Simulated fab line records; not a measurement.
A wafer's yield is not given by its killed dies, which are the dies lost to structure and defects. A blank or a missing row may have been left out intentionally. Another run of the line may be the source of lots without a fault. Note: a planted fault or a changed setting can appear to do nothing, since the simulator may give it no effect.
A single fault, viewed from 2 desks / flow rit-cmos / numbers are kept per desk, each desk with only its own; the story behind them comes last

FOR THE TOOL OWNER'S DESK: pvd-sputter-02
The tool's own readings at RIT_SILICIDE_SPUTTER_01 (material Ti, target thk 30 nm, time 240 s): means of the sampled wafers that have a number, for each lot that ran on this tool. Marked OUT: a lot whose mean sits more than 4 standard deviations from the usual mean, which makes it out of limits; the brackets give that distance.
Columns: A = throttle-valve-pct at RIT_SILICIDE_SPUTTER_01, usual 29.6 %
lot=L317; first seen here=day 3 17:29; A=30.0
lot=L323; first seen here=day 5 03:52; A=29.0
Result from this desk: across the 2 lots, nothing is out of limits.

AT THE METROLOGY DESK
Means of the sampled wafers that have a number, per lot and without regard to the tool the lot ran on: this is what the gauges read. Marked OUT: a lot whose mean sits more than 4 standard deviations from the usual mean, which makes it out of limits; the brackets give that distance.
Columns: A = NSD_OVL at RIT_NSD_OVL_MEAS_06, usual 0.7 nm; B = SILICIDE_TI_RS at RIT_SILICIDE_RS_MEAS_02, usual 46.0 ohm/sq; C = SILICIDE_TI_THK at RIT_SILICIDE_THK_MEAS_03, usual 30.7 nm
lot=L314; first seen here=day 3 04:25; A=-0.1; B=46.8; C=30.2
lot=L315; first seen here=day 3 07:07; A=-0.5; B=45.6; C=31.1
lot=L316; first seen here=day 3 10:34; A=1.8; B=46.4; C=30.4
lot=L317; first seen here=day 3 14:23; A=1.7; B=46.2; C=30.5
lot=L323; first seen here=day 5 00:56; A=-1.0; B=46.6; C=30.3
lot=L328; first seen here=day 6 04:03; A=2.4; B=45.9; C=30.6
lot=L330; first seen here=day 6 09:31; A=2.8; B=45.6; C=30.8
lot=L331; first seen here=day 6 19:30; A=0.9; B=45.5; C=30.9
lot=L332; first seen here=day 7 00:58; A=1.0; B=45.5; C=31.2
lot=L335; first seen here=day 7 20:01; A=0.6; B=46.5; C=30.4
lot=L337; first seen here=day 7 22:35; A=1.2; B=45.4; C=31.3
lot=L336; first seen here=day 7 22:50; A=0.7; B=45.2; C=30.9
Result from this desk: across the 12 lots, nothing is out of limits.

ALL TOGETHER
The desk of the tool owner found nothing out of limits.
Nothing out of limits was seen by the metrology desk.

WHAT WAS PUT IN BY THE SIMULATOR
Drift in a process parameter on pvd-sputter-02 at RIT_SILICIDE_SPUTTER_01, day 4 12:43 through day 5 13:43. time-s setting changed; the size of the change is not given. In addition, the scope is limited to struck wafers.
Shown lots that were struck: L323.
